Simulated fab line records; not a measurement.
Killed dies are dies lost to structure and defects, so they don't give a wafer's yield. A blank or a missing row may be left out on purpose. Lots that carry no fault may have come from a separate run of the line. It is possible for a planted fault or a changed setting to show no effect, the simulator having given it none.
fab line records	flow berkeley_cmos170
[record] lots = 14	wafers = 42	last_day = 13
route steps=331 shown NWELL@18 GATE@138 NLDD@165
lots untouched by any fault: they come from a run of this same line in which no faults occurred
start_h: start of the lot's first displayed wafer, in hours after the record's first day	wait_h: hours from the lot's prior step to this one	" the same as in the row above	L1.1+2: one row covering several wafers at once	- value missing, or start not given	* or withheld: withheld	< > ~ a bound
route shown NAME@n: names a module that has steps shown in the file, with the first one's number in the route	usual: average and standard deviation across the fault-free wafers	same: alike in all rows	chamber/n: place in a boat	sites: readings site by site	_std_site: standard deviation across them	_edge_site: inner sites' mean taken away from outer sites' mean	radius_mm: how far each site lies from the wafer's centre	mask NAME#n: copy n	behind: the last tool/chamber to shape the wafer	hold: the reason the lot was held/the length of the hold in hours/how it ended	device: the transistor (n, p or np) that didn't switch	end of line: the same wafers' tests at the end of the route	where a step has no rows: the recipe by itself	killed: dies lost to structure and defects at the first sort, not the wafer's yield	map: a wafer's dies, marking killed ones x, the rest . and places with no die _
set.NAME: the setting that was run; set.NAME@STEP: the one run at that earlier step	model.NAME: the simulator's own value behind a step, which no gauge read
steps of the route over a sample of lots; a table a step, a row a wafer
[[steps]]
[step UCB170_NWELL_CVD_04]
[recipe] material = Si3N4	target_thk_nm = 224	temp_c = 800	precursor = SiH2Cl2/NH3	time_s = 3360	pressure_mtorr = 200	sih2cl2_flow_sccm = 25	nh3_flow_sccm = 75
[usual] sih2cl2_flow_sccm = 25.00/0.076	spike_tc_centre_C = 802.2/1	susceptor_temp_C = 800.0/0.35
lot.wafer	tool	chamber	start_h	wait_h	sih2cl2_flow_sccm	spike_tc_centre_C	susceptor_temp_C
L400.1	lpcvd-01	1	34.93	0.0	25.01	802.5	800.1
L400.2	"	1	"	"	24.89	802.7	799.9
L400.3	"	1	"	"	24.95	801.6	799.8
L401.3	lpcvd-02	0	48.18	0.0	24.98	802.4	799.7
L401.5	"	0	"	"	25.02	801.6	800.4
L401.6	"	0	"	"	25.00	801.0	799.9
L402.1	lpcvd-02	1	48.18	0.0	25.17	803.9	799.9
L402.3	"	1	"	"	25.07	801.0	800.1
L402.4	"	1	"	"	25.02	802.4	800.4
L403.2	lpcvd-02	0	48.18	0.0	25.00	800.8	800.0
L403.3	"	0	"	"	25.14	800.2	800.2
L403.5	"	0	"	"	25.06	802.4	800.6
L404.3	lpcvd-02	0	68.09	0.0	25.02	801.7	800.4
L404.4	"	0	"	"	25.05	801.2	800.2
L404.6	"	0	"	"	25.06	803.7	800.0
L405.1	lpcvd-02	1	68.09	0.0	25.14	801.6	800.1
L405.4	"	1	"	"	24.92	802.2	800.2
L405.5	"	1	"	"	25.10	803.3	799.8
L406.1	lpcvd-02	0	78.59	0.0	24.83	801.6	799.8
L406.3	"	0	"	"	25.01	802.1	800.0
L406.5	"	0	"	"	24.99	800.2	800.0
L408.2	lpcvd-02	1	84.85	0.0	30.05	802.9	799.9
L408.5	"	1	"	"	30.06	803.2	800.1
L408.6	"	1	"	"	30.06	803.4	800.3
L409.2	lpcvd-02	1	84.85	0.0	29.89	801.5	799.7
L409.4	"	1	"	"	30.00	803.0	800.4
L409.6	"	1	"	"	29.88	802.2	800.2
L410.1	lpcvd-01	0	93.20	0.0	25.07	803.0	800.7
L410.2	"	0	"	"	25.02	802.0	800.9
L410.6	"	0	"	"	25.00	801.8	800.3
L411.1	lpcvd-01	1	93.20	0.0	25.08	802.8	799.9
L411.3	"	1	"	"	25.02	804.0	800.1
L411.4	"	1	"	"	24.99	802.0	799.5
L413.2	lpcvd-01	1	105.95	0.5	25.05	802.3	799.4
L413.3	"	1	"	"	25.17	802.2	799.9
L413.6	"	1	"	"	25.01	802.5	800.0
L420.1	lpcvd-01	0	139.78	0.0	25.10	799.6	799.9
L420.4	"	0	"	"	24.95	801.6	799.5
L420.5	"	0	"	"	24.95	802.1	799.7
L421.2	lpcvd-01	0	139.78	0.0	24.99	801.7	799.8
L421.3	"	0	"	"	24.93	802.4	799.8
L421.4	"	0	"	"	24.92	802.3	799.9
[step UCB170_NWELL_THK_MEAS_05]
[recipe] reads = Si3N4_of_NWELL_CVD_04
[usual] NWELL_NITRIDE_THK = 224.1/2.2
lot.wafer	tool	chamber	start_h	wait_h	NWELL_NITRIDE_THK[nm]
L400.1	film_metro-04	-	36.87	0.0	223.6
L400.2	"	-	"	"	222.8
L400.3	"	-	"	"	222.7
L403.2	film_metro-03	-	50.13	0.0	225.5
L403.3	"	-	"	"	223.5
L403.5	"	-	"	"	223.7
L401.3	film_metro-04	-	50.14	0.0	222.7
L401.5	"	-	"	"	223.8
L401.6	"	-	"	"	222.3
L402.1	film_metro-02	-	50.16	0.0	226.0
L402.3	"	-	"	"	227.5
L402.4	"	-	"	"	226.2
L404.3	film_metro-04	-	70.04	0.0	225.0
L404.4	"	-	"	"	224.0
L404.6	"	-	"	"	225.0
L405.1	film_metro-04	-	70.08	0.1	220.7
L405.4	"	-	"	"	220.6
L405.5	"	-	"	"	222.0
L406.1	film_metro-04	-	80.58	0.1	221.7
L406.3	"	-	"	"	222.3
L406.5	"	-	"	"	222.4
L408.2	film_metro-03	-	87.76	0.0	236.4
L408.5	"	-	"	"	236.7
L408.6	"	-	"	"	237.0
L409.2	film_metro-02	-	87.76	0.0	232.8
L409.4	"	-	"	"	232.6
L409.6	"	-	"	"	233.6
L410.1	film_metro-03	-	95.13	0.0	221.7
L410.2	"	-	"	"	226.0
L410.6	"	-	"	"	223.4
L411.1	film_metro-04	-	95.13	0.0	222.9
L411.3	"	-	"	"	222.6
L411.4	"	-	"	"	225.6
L413.2	film_metro-04	-	107.89	0.0	225.1
L413.3	"	-	"	"	227.7
L413.6	"	-	"	"	227.5
L420.1	film_metro-03	-	141.71	0.0	224.4
L420.4	"	-	"	"	225.3
L420.5	"	-	"	"	226.8
L421.2	film_metro-04	-	141.72	0.0	227.9
L421.3	"	-	"	"	227.8
L421.4	"	-	"	"	225.9
[step UCB170_GATE_CD_MEAS_12]
[recipe] target_cd_nm = 350
[usual] cd_nm = 349.5/1.6
lot.wafer	tool	chamber	start_h	wait_h	cd_nm
L400.1	cd_sem-02	-	158.54	-	351.7
L400.2	"	-	"	"	352.0
L400.3	"	-	"	"	350.8
L402.1	cd_sem-02	-	163.05	-	350.1
L402.3	"	-	"	"	350.3
L402.4	"	-	"	"	351.0
L401.3	cd_sem-01	-	163.30	-	349.7
L401.5	"	-	"	"	350.2
L401.6	"	-	"	"	348.8
L403.2	cd_sem-02	-	163.74	-	348.3
L403.3	"	-	"	"	348.0
L403.5	"	-	"	"	348.3
L404.3	cd_sem-01	-	197.85	-	347.1
L404.4	"	-	"	"	349.4
L404.6	"	-	"	"	348.7
L406.1	cd_sem-01	-	198.08	-	351.2
L406.3	"	-	"	"	350.3
L406.5	"	-	"	"	350.2
L405.1	cd_sem-02	-	198.36	-	347.2
L405.4	"	-	"	"	348.0
L405.5	"	-	"	"	347.2
L411.1	cd_sem-02	-	206.92	-	347.1
L411.3	"	-	"	"	347.5
L411.4	"	-	"	"	348.7
L409.2	cd_sem-01	-	207.09	-	349.6
L409.4	"	-	"	"	349.2
L409.6	"	-	"	"	349.6
L410.1	cd_sem-02	-	207.10	-	348.0
L410.2	"	-	"	"	347.5
L410.6	"	-	"	"	346.1
L408.2	cd_sem-01	-	207.24	-	349.9
L408.5	"	-	"	"	349.1
L408.6	"	-	"	"	350.0
L413.2	cd_sem-01	-	237.98	-	348.5
L413.3	"	-	"	"	348.9
L413.6	"	-	"	"	349.0
L421.2	cd_sem-01	-	256.23	-	351.6
L421.3	"	-	"	"	351.8
L421.4	"	-	"	"	350.3
L420.1	cd_sem-01	-	256.36	-	350.9
L420.4	"	-	"	"	351.3
L420.5	"	-	"	"	351.9
[step UCB170_NLDD_OVL_MEAS_07]
[usual] NLDD_OVL = 5/5.6
lot.wafer	tool	chamber	start_h	wait_h	NLDD_OVL[nm]
L400.1	overlay-01	-	164.33	0.1	3
L400.2	"	-	"	"	4
L400.3	"	-	"	"	-1
L402.1	overlay-01	-	166.43	0.1	2
L402.3	"	-	"	"	6
L402.4	"	-	"	"	6
L401.3	overlay-02	-	166.81	0.1	5
L401.5	"	-	"	"	1
L401.6	"	-	"	"	5
L403.2	overlay-01	-	167.13	0.1	6
L403.3	"	-	"	"	2
L403.5	"	-	"	"	4
L404.3	overlay-01	-	202.20	0.1	5
L404.4	"	-	"	"	2
L404.6	"	-	"	"	5
L406.1	overlay-02	-	202.51	0.1	3
L406.3	"	-	"	"	0
L406.5	"	-	"	"	6
L405.1	overlay-01	-	203.19	0.1	-1
L405.4	"	-	"	"	2
L405.5	"	-	"	"	3
L411.1	overlay-02	-	210.61	0.1	11
L411.3	"	-	"	"	16
L411.4	"	-	"	"	5
L410.1	overlay-02	-	210.76	0.1	10
L410.2	"	-	"	"	4
L410.6	"	-	"	"	3
L409.2	overlay-02	-	210.89	0.1	8
L409.4	"	-	"	"	8
L409.6	"	-	"	"	9
L408.2	overlay-01	-	210.97	0.1	10
L408.5	"	-	"	"	1
L408.6	"	-	"	"	-6
L413.2	overlay-01	-	243.14	0.1	10
L413.3	"	-	"	"	10
L413.6	"	-	"	"	8
L421.2	overlay-01	-	260.25	0.1	-1
L421.3	"	-	"	"	-5
L421.4	"	-	"	"	4
L420.1	overlay-02	-	260.52	0.1	5
L420.4	"	-	"	"	0
L420.5	"	-	"	"	4
[step UCB170_NLDD_TW_MEAS_11]
[usual] NLDD_TW = 2205/11
lot.wafer	tool	chamber	start_h	wait_h	NLDD_TW
L400.1	film_metro-01	-	164.76	0.1	2213
L400.2	"	-	"	"	2204
L400.3	"	-	"	"	2195
L402.1	film_metro-01	-	166.87	0.1	2206
L402.3	"	-	"	"	2207
L402.4	"	-	"	"	2216
L401.3	film_metro-03	-	167.25	0.1	2201
L401.5	"	-	"	"	2211
L401.6	"	-	"	"	2206
L403.2	film_metro-02	-	167.57	0.1	2204
L403.3	"	-	"	"	2212
L403.5	"	-	"	"	2198
L404.3	film_metro-03	-	202.64	0.1	2217
L404.4	"	-	"	"	2218
L404.6	"	-	"	"	2228
L406.1	film_metro-01	-	202.95	0.1	2187
L406.3	"	-	"	"	2203
L406.5	"	-	"	"	2195
L405.1	film_metro-02	-	203.62	0.1	2195
L405.4	"	-	"	"	2210
L405.5	"	-	"	"	2200
L411.1	film_metro-03	-	211.05	0.1	2235
L411.3	"	-	"	"	2210
L411.4	"	-	"	"	2211
L410.1	film_metro-01	-	211.28	0.1	2191
L410.2	"	-	"	"	2191
L410.6	"	-	"	"	2190
L409.2	film_metro-03	-	211.36	0.1	2209
L409.4	"	-	"	"	2210
L409.6	"	-	"	"	2218
L408.2	film_metro-01	-	211.59	0.1	2184
L408.5	"	-	"	"	2183
L408.6	"	-	"	"	2196
L413.2	film_metro-01	-	243.58	0.1	2211
L413.3	"	-	"	"	2203
L413.6	"	-	"	"	2207
L421.2	film_metro-02	-	260.73	0.1	2205
L421.3	"	-	"	"	2205
L421.4	"	-	"	"	2211
L420.1	film_metro-01	-	261.02	0.1	2213
L420.4	"	-	"	"	2208
L420.5	"	-	"	"	2207
[[key]]
[first_sign] step = UCB170_NWELL_CVD_04	reading = sih2cl2_flow_sccm	direction = up	sigmas = 66	usual = 25.00	struck = 29.99
[effect] step = UCB170_NWELL_THK_MEAS_05	reading = NWELL_NITRIDE_THK	direction = up	sigmas = 5	usual = 224.1	struck = 234.8
met_at UCB170_NWELL_CVD_04
struck_lots L408,L409
sort_left_out L408.2,L408.5,L408.6,L409.2,L409.4,L409.6
tester_left_out L408,L409
not_acting_at UCB170_GATE_CD_MEAS_12,UCB170_NLDD_OVL_MEAS_07,UCB170_NLDD_TW_MEAS_11
onset_between 78.59 84.85
[fault] kind = process_parameter_drift	tool = lpcvd-02	chamber = -	onset_h = 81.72	steps = UCB170_NWELL_CVD_04	channel = sih2cl2_flow_sccm	offset = 5	shape = step	end_h = 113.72	acts_in = these_recipes_only	stated = 25
// tester_left_out: of these lots the tester's yield and bins aren't shown, on N5 and GAA mostly nor the transistor test; their killed dies are dies lost to structure and defects alone, not to doping, threshold or leakage, so they don't give the yield
// sort_left_out: the simulated sort isn't trusted on such a fault, so these wafers' sort isn't shown, and their yield isn't known
